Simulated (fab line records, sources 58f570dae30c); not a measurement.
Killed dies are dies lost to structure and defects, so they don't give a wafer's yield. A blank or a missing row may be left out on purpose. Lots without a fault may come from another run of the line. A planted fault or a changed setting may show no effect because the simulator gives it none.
Which tool did it? | flow berkeley_cmos170 | 13 lots, 39 wafers sampled, at 2 steps of a route of 331

WHAT THE GAUGES READ, wafer by wafer
The record holds no reading of a measuring or inspecting step that can be judged against a usual standard deviation.

WHICH TOOL RAN EACH LOT (tool, then ch and the chambers of the sampled wafers, then the start)
lot  | UCB170_ACTIVE_ETCH_15             | UCB170_ACTIVE_STRIP_16
L680 | rie_diel-04 ch 0,3, day 4 13:19   | plasma_asher-01 ch 0,1, day 4 13:25
L681 | rie_diel-02 ch 1,3, day 4 13:25   | plasma_asher-02 ch 0,1, day 4 13:31
L682 | rie_diel-04 ch 0,2, day 4 22:41   | plasma_asher-03 ch 0, day 4 22:47
L684 | rie_diel-03 ch 0,1,2, day 5 09:11 | plasma_asher-02 ch 0,1, day 5 09:19
L687 | rie_diel-04 ch 0,1,2, day 5 21:59 | plasma_asher-01 ch 0,1, day 5 22:07
L691 | rie_diel-04 ch 0,3, day 6 21:31   | plasma_asher-03 ch 0,1, day 6 21:37
L695 | rie_diel-03 ch 0,1,2, day 7 11:53 | plasma_asher-03 ch 0,1, day 7 11:59
L698 | rie_diel-03 ch 0,2,3, day 8 08:28 | plasma_asher-03 ch 0,1, day 8 08:33
L697 | rie_diel-02 ch 1,2, day 8 08:56   | plasma_asher-01 ch 0,1, day 8 09:02
L699 | rie_diel-03 ch 0,3, day 8 09:16   | plasma_asher-03 ch 0,1, day 8 09:22
L700 | rie_diel-03 ch 0,2, day 8 23:25   | plasma_asher-01 ch 0,1, day 8 23:31
L701 | rie_diel-02 ch 0,1, day 8 23:49   | plasma_asher-01 ch 0,1, day 8 23:55
L703 | rie_diel-03 ch 2,3, day 9 05:52   | plasma_asher-02 ch 0,1, day 9 05:58
- UCB170_ACTIVE_ETCH_15: etches Si3N4 in CH3F/Ar/O2, stops on SiO2, target depth 242 nm, time 151 s.
- UCB170_ACTIVE_STRIP_16: strips in O2.

WHAT THE TOOLS THEMSELVES READ (means of the sampled wafers that have a number; where no wafer has one, the mark that the record gives instead)
UCB170_ACTIVE_ETCH_15.
lot  | tool        | drypump_motor_current_A (A) | oes_product_au (a.u.) | throttle_valve_pct (%)
L680 | rie_diel-04 | 5.2                         | 0.927                 | 8.16
L681 | rie_diel-02 | 5.4                         | 0.924                 | 8.00
L682 | rie_diel-04 | 5.7                         | 0.922                 | 8.19
L684 | rie_diel-03 | 5.6                         | 0.935                 | 8.10
L687 | rie_diel-04 | 5.7                         | 0.861                 | 8.17
L691 | rie_diel-04 | 5.2                         | 0.858                 | 8.15
L695 | rie_diel-03 | 5.7                         | 0.936                 | 8.10
L698 | rie_diel-03 | 5.3                         | 0.946                 | 8.09
L697 | rie_diel-02 | 5.8                         | 0.928                 | 8.06
L699 | rie_diel-03 | 5.3                         | 0.946                 | 7.98
L700 | rie_diel-03 | 5.4                         | 0.928                 | 8.03
L701 | rie_diel-02 | 5.3                         | 0.938                 | 7.99
L703 | rie_diel-03 | 5.3                         | 0.947                 | 8.20

UCB170_ACTIVE_STRIP_16.
lot  | tool            | drypump_motor_current_A (A) | oes_product_au (a.u.) | strip_time_to_endpoint_s (s)
L680 | plasma_asher-01 | 5.9                         | 0.725                 | 18.16
L681 | plasma_asher-02 | 5.8                         | 0.714                 | 18.00
L682 | plasma_asher-03 | 5.7                         | 0.720                 | 18.16
L684 | plasma_asher-02 | 5.8                         | 0.721                 | 18.04
L687 | plasma_asher-01 | 5.9                         | 0.720                 | 17.53
L691 | plasma_asher-03 | 5.9                         | 0.720                 | 17.58
L695 | plasma_asher-03 | 5.8                         | 0.720                 | 18.06
L698 | plasma_asher-03 | 5.8                         | 0.721                 | 17.97
L697 | plasma_asher-01 | 5.5                         | 0.723                 | 18.06
L699 | plasma_asher-03 | 5.8                         | 0.723                 | 18.09
L700 | plasma_asher-01 | 5.9                         | 0.719                 | 18.06
L701 | plasma_asher-01 | 5.5                         | 0.721                 | 18.06
L703 | plasma_asher-02 | 5.8                         | 0.724                 | 18.11

THE ANSWER, worked out from the rows above alone
Rule: what is usual is taken from the lots themselves. Put in order of their means at a reading, lots are off if they are a third of the lots or fewer, leave a main group of 4 or more, and stand apart from it by a gap of 3 or more times the standard deviation of the main group's means; of several such gaps the widest counts. A main group whose means are all the same, to the digits that the tables above print for the reading, isn't used. A lot without any number at a reading at which 4 lots or more have one is off too. The other lots that the step has rows for count as sound. The gauges are gone through in route order, then the tools' own readings, and for those a lot's mean is taken as printed above. The first step at which some lot is off is used, and at that step the reading that is off furthest; a lot without a number counts as furthest.
Off: L687, L691, at UCB170_ACTIVE_ETCH_15 (oes_product_au). The main group: mean 0.934 a.u., standard deviation 0.0087.
A tool fits if, at that step or a process step before it, it ran every lot that is off, and no sound lot after the first of them. One fits: rie_diel-04 at UCB170_ACTIVE_ETCH_15. Its last sound lot is L682 (day 4 22:41), its first lot that is off L687 (day 5 21:59): a fault that began between those two fits.
The tool's own readings at UCB170_ACTIVE_ETCH_15 bear it out: on the lots that are off they differ by more than 5 times the standard deviation of the sound lots' means. oes_product_au reads 0.859 a.u. there against 0.934 a.u. on the sound lots.

WHAT THE SIMULATOR HAD PUT IN
Process parameter drift: rie_diel-04, from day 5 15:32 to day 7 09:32, at UCB170_ACTIVE_ETCH_15. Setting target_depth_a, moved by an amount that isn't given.
Lots struck among those shown: L687, L691. The rule above found the same.
